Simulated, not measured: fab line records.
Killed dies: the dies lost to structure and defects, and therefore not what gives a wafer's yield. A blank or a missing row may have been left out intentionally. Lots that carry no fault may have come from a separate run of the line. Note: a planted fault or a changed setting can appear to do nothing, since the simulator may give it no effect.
fab line records | flow berkeley-cmos170
record lots=16 | wafers=48 | last-day=11
route steps=331 shown ACTIVE@70
lots that met no fault: from a run of the same line without faults
start-h: the number of hours between the record's first day and the start of the first shown wafer of the lot | wait-h: hours elapsed since this lot's preceding step | " the same as in the row above | L1.1+2: several wafers, shown together as one row | - no value present, or no start provided | * or withheld: withheld | < > ~ a bound
route shown NAME@n: names a module that has steps shown in the file, with the first one's number in the route | usual: mean/standard deviation of fault-free wafers | same: alike in all rows | chamber/n: place in a boat | sites: the reading at each site | _std_site: how widely they spread, as a standard deviation | _edge_site: inner sites' mean taken away from outer sites' mean | radius-mm: how far each site lies from the wafer's centre | mask NAME#n: copy n | behind: the most recent tool/chamber to have shaped the wafer | hold: the reason the lot was held/the length of the hold in hours/how it ended | device: the transistor (n, p or np) that didn't switch | end of line: the route-end tests of the same wafers | for a step that has no rows: nothing shown but its recipe | killed: not the wafer's yield, but the dies lost to structure and defects at the first sort | map: shows each die of a wafer: x if killed, . if not, _ if none is there
set.NAME: the run value of the setting; set.NAME@STEP: its run value at that earlier step | model.NAME: the simulator's own value behind a step, which no gauge read
route steps across a sampled set of lots; one table per step, one row per wafer
services: the hour from which a tool's chamber was out of use, counted from the record's first day as start-h (under 0 if before that day), plus the number of hours and why
## steps
# step UCB170_ACTIVE_EXPOSE_10
# recipe mask-id=ACTIVE | target-cd-nm=1200 | na=0.5 | sigma-outer=0.6 | source-shape=conventional | dose-mj=20
lot.wafer  | tool           | chamber | start-h | wait-h | mask
L385.1+2+5 | krf-scanner-02 | 0       | 86.62   | 0.1    | ACTIVE#0
L386.1+3+5 | krf-scanner-02 | 0       | 89.75   | 0.1    | ACTIVE#0
L387.2+5+6 | krf-scanner-02 | 0       | 97.27   | 0.5    | ACTIVE#0
L391.3+4+5 | krf-scanner-02 | 0       | 111.55  | 0.1    | ACTIVE#0
L389.1+3+6 | krf-scanner-01 | 0       | 111.99  | 0.2    | ACTIVE#0
L390.2+5+6 | krf-scanner-02 | 0       | 112.25  | 0.4    | ACTIVE#0
L392.1+4+5 | krf-scanner-02 | 0       | 129.81  | 0.1    | ACTIVE#0
L394.1+2+5 | krf-scanner-01 | 0       | 134.48  | 0.2    | ACTIVE#0
L393.2+4+5 | krf-scanner-01 | 0       | 134.62  | 0.4    | ACTIVE#0
L395.1+2+6 | krf-scanner-02 | 0       | 139.88  | 0.2    | ACTIVE#0
L396.1+4+6 | krf-scanner-01 | 0       | 140.13  | 0.4    | ACTIVE#0
L399.1+4+5 | krf-scanner-01 | 0       | 146.91  | 0.1    | ACTIVE#0
L398.1+2+6 | krf-scanner-02 | 0       | 147.36  | 0.4    | ACTIVE#0
L401.1+2+6 | krf-scanner-02 | 0       | 167.36  | 0.2    | ACTIVE#0
L402.3+4+5 | krf-scanner-02 | 0       | 167.51  | 0.3    | ACTIVE#0
L406.1+2+5 | krf-scanner-01 | 0       | 182.60  | 0.2    | ACTIVE#0
# step UCB170_ACTIVE_OVL_MEAS_14
# usual ACTIVE_OVL=-2/5.6
lot.wafer | tool       | chamber | start-h | wait-h | ACTIVE_OVL[nm]
L385.1    | overlay-02 | -       | 87.16   | 0.1    | 3
L385.2    | "          | -       | "       | "      | 8
L385.5    | "          | -       | "       | "      | 5
L386.1    | overlay-02 | -       | 90.26   | 0.1    | -5
L386.3    | "          | -       | "       | "      | -4
L386.5    | "          | -       | "       | "      | -4
L387.2    | overlay-01 | -       | 97.77   | 0.1    | -3
L387.5    | "          | -       | "       | "      | -13
L387.6    | "          | -       | "       | "      | -6
L391.3    | overlay-01 | -       | 112.27  | 0.1    | 1
L391.4    | "          | -       | "       | "      | -4
L391.5    | "          | -       | "       | "      | -5
L389.1    | overlay-02 | -       | 112.81  | 0.1    | -4
L389.3    | "          | -       | "       | "      | 2
L389.6    | "          | -       | "       | "      | 1
L390.2    | overlay-01 | -       | 113.09  | 0.1    | -1
L390.5    | "          | -       | "       | "      | 3
L390.6    | "          | -       | "       | "      | -3
L392.1    | overlay-02 | -       | 130.74  | 0.1    | 1
L392.4    | "          | -       | "       | "      | -4
L392.5    | "          | -       | "       | "      | 2
L394.1    | overlay-01 | -       | 134.99  | 0.1    | -7
L394.2    | "          | -       | "       | "      | 4
L394.5    | "          | -       | "       | "      | -3
L393.2    | overlay-02 | -       | 135.12  | 0.1    | 5
L393.4    | "          | -       | "       | "      | -3
L393.5    | "          | -       | "       | "      | 5
L395.1    | overlay-02 | -       | 140.55  | 0.1    | -210
L395.2    | "          | -       | "       | "      | -221
L395.6    | "          | -       | "       | "      | -216
L396.1    | overlay-01 | -       | 140.80  | 0.1    | 1
L396.4    | "          | -       | "       | "      | -1
L396.6    | "          | -       | "       | "      | 6
L399.1    | overlay-02 | -       | 147.51  | 0.1    | 6
L399.4    | "          | -       | "       | "      | -5
L399.5    | "          | -       | "       | "      | 2
L398.1    | overlay-01 | -       | 147.87  | 0.1    | -222
L398.2    | "          | -       | "       | "      | -217
L398.6    | "          | -       | "       | "      | -211
L401.1    | overlay-01 | -       | 168.15  | 0.1    | -228
L401.2    | "          | -       | "       | "      | -217
L401.6    | "          | -       | "       | "      | -215
L402.3    | overlay-01 | -       | 168.43  | 0.1    | -210
L402.4    | "          | -       | "       | "      | -224
L402.5    | "          | -       | "       | "      | -216
L406.1    | overlay-01 | -       | 183.45  | 0.1    | 4
L406.2    | "          | -       | "       | "      | -12
L406.5    | "          | -       | "       | "      | -5
## services
tool           | chamber | start-h | hours | kind
krf-scanner-01 | 0       | 72.07   | -     | calibration
krf-scanner-02 | -       | 82.52   | 0.9   | repair
krf-scanner-01 | -       | 104.62  | 1.0   | pm
krf-scanner-02 | -       | 107.01  | 0.8   | pm
krf-scanner-02 | 0       | 123.63  | -     | calibration
krf-scanner-02 | -       | 130.33  | 4.4   | pm
krf-scanner-02 | -       | 134.71  | 1.3   | pm
krf-scanner-01 | -       | 137.67  | 1.3   | pm
krf-scanner-02 | -       | 155.60  | 3.7   | repair
krf-scanner-01 | -       | 177.17  | 4.0   | pm
## key
first-sign step=UCB170_ACTIVE_OVL_MEAS_14 | reading=ACTIVE_OVL | direction=down | sigmas=38 | usual=-2 | struck=-217
effect none on later readings
met-at UCB170_ACTIVE_EXPOSE_10
struck-lots L395,L398,L401,L402
tester-left-out L395,L398,L401,L402
onset-between 129.81 139.88
fault kind=scanner-matching-overlay | tool=krf-scanner-02 | chamber=- | onset-h=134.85 | steps=UCB170_ACTIVE_EXPOSE_10 | offset=-220
# tester-left-out: of these lots the tester's yield and bins aren't shown, on N5 and GAA mostly nor the transistor test; their killed dies are dies lost to structure and defects alone, not to doping, threshold or leakage, so they don't give the yield
